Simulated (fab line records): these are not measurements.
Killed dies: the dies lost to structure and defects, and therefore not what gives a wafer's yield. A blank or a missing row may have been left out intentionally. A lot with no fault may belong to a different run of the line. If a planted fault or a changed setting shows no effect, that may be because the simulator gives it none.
A struck lot beside a sound one :: flow rit cmos :: 34 out of 202 route steps
Sound: wafers L301.3, L301.4, L301.6. Wafers struck: L311.1, L311.4, L311.6. The cause comes at the end.
Order at every step that has rows: each side's tool, ch and its chambers, its first start. Under that, the readings that differ: sound wafers :: struck wafers :: difference of the means :: sigmas: that difference in standard deviations of wafers without a fault.
alike: a reading whose means differ by less than 2 such deviations, as well as words and numbers matching on both sides. not compared: withheld readings; readings where some wafer has no value; bounds like >300 that might hide an equal value; numbers whose values overlap and for which the record gives no deviation.
A row with sigmas, a row that says differs or no value, or rows on one side alone: a step with any of these is where the two part. When numbers do not overlap yet have no deviation, they are printed without sigmas and do not part them. Lack of a reading on every wafer of one side parts them only where that side has two or more wafers.

first, 2 steps without rows for these wafers: RIT_SPACER_CLEAN_02 (cleans in SC2, time 600 s); RIT_SPACER_CVD_03 (deposits Si3N4 from SiH2Cl2/NH3, target thk 250 nm, time 3300 s).
RIT_SPACER_THK_MEAS_04:
  sound: film metro-04 at day 3 23:56; struck: film metro-01 at day 6 01:31
  alike: SPACER_NITRIDE_THK
RIT_SPACER_ETCHBACK_05: etches Si3N4 in SF6/CHF3, stops on SiO2, target depth 250 nm, time 240 s.
  sound on rie diel-02 ch 0,1, day 3 23:58; struck on rie diel-01 ch 0,3, day 6 01:34
  alike: chamber pressure mTorr, drypump motor current A, oes product au, throttle valve pct
  not compared: rf hours counter h
then, 6 steps without rows for these wafers: RIT_NSD_HMDS_00 (prime time 60 s); RIT_NSD_COAT_01 (resist thk 993.2 nm); RIT_NSD_SOFTBAKE_02 (time 60 s); RIT_NSD_EXPOSE_03 (exposes mask M9, target cd 40700 nm); RIT_NSD_PEB_04; RIT_NSD_DEVELOP_05 (develop time 50 s).
RIT_NSD_OVL_MEAS_06:
  sound: overlay-01 at day 4 00:59; struck: overlay-01 at day 6 02:41
  alike: NSD_OVL
then, 1 step without rows for these wafers: RIT_NSD_HARDBAKE_07 (time 60 s).
RIT_NSD_IMPLANT_08:
  sound on implanter-03 ch 0, day 4 01:12; struck on implanter-01 ch 0, day 6 02:53
reading: dose ions cm2
sound: 9.995e+14 1.0004e+15 1.0005e+15
struck: 9.874e+14 9.873e+14 9.86e+14
difference: -1.323e+13
sigmas: -12
  alike: beam on s
RIT_NSD_STRIP_09: strips in O2, time 180 s.
  sound on plasma asher-04 ch 0,1, day 4 01:22; struck on plasma asher-03 ch 0,1, day 6 03:02
reading: drypump motor current A (A)
sound: 5.58 5.20 5.19
struck: 5.74 5.73 5.72
difference: +0.41
sigmas: +2
  alike: chamber pressure mTorr
  not compared: rf hours counter h
RIT_NSD_TW_MEAS_10:
  sound: film metro-03 at day 4 01:30; struck: film metro-03 at day 6 03:12
  alike: NSD_TW
then, 6 steps without rows for these wafers: RIT_PSD_HMDS_00 (prime time 60 s); RIT_PSD_COAT_01 (resist thk 1000 nm); RIT_PSD_SOFTBAKE_02 (time 59.03 s); RIT_PSD_EXPOSE_03 (exposes mask M10, target cd 40900 nm); RIT_PSD_PEB_04; RIT_PSD_DEVELOP_05 (develop time 50 s).
RIT_PSD_OVL_MEAS_06:
  sound: overlay-02 at day 4 02:24; struck: overlay-01 at day 6 04:07
  alike: PSD_OVL
then, 2 steps without rows for these wafers: RIT_PSD_HARDBAKE_07 (time 60 s); RIT_PSD_IMPLANT_08.
RIT_PSD_STRIP_09: strips in O2, time 180 s.
  sound on plasma asher-04 ch 0,1, day 4 02:47; struck on plasma asher-04 ch 0,1, day 6 04:27
  alike: chamber pressure mTorr, drypump motor current A
  not compared: rf hours counter h
RIT_PSD_TW_MEAS_10:
  sound: film metro-03 at day 4 02:55; struck: film metro-01 at day 6 04:38
  alike: PSD_TW
then, 3 steps without rows for these wafers: RIT_SDANNEAL_CLEAN_00 (cleans in SC1, time 600 s); RIT_SDANNEAL_CLEAN_01 (cleans in dHF, time 30 s); RIT_SDANNEAL_CLEAN_02 (cleans in SC2, time 600 s).
RIT_SDANNEAL_RTA_03: time 5 s.
  sound on rtp anneal-01 ch 0, day 4 03:20; struck on rtp anneal-02 ch 0, day 6 05:04
  alike: ramp down c per s, wafer_temp_C_max
RIT_SDANNEAL_RS_MEAS_04: measures by four-point-probe.
  sound: film metro-03 at day 4 03:25; struck: film metro-02 at day 6 05:08
  alike: PSD_RS
RIT_SDANNEAL_RS_MEAS_05: measures by four-point-probe.
  sound: film metro-03 at day 4 03:32; struck: film metro-02 at day 6 05:15
reading: NSD_RS (ohm/sq)
sound: 84.41 84.84 84.60
struck: 85.27 85.64 85.47
difference: +0.84
sigmas: +3
RIT_SDANNEAL_RS_MEAS_06: measures by four-point-probe.
  sound: film metro-03 at day 4 03:40; struck: film metro-02 at day 6 05:22
  alike: PLDD_RS
RIT_M1_PROBE_99:
  sound: prober-02 at day 4 10:56; struck: prober-02 at day 6 12:29
  alike: killed at front end, killed dies, killed open, killed short

## WHERE THEY PART
Earliest at RIT_NSD_IMPLANT_08; latest, in this record, at RIT_SDANNEAL_RS_MEAS_05. Later steps at which nothing parts them and some readings are alike: RIT_SDANNEAL_RS_MEAS_06, RIT_M1_PROBE_99.

WHY: what had been put in by the simulator
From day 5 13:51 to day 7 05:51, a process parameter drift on implanter-01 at RIT_NSD_IMPLANT_08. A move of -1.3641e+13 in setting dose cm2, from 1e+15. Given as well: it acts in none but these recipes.
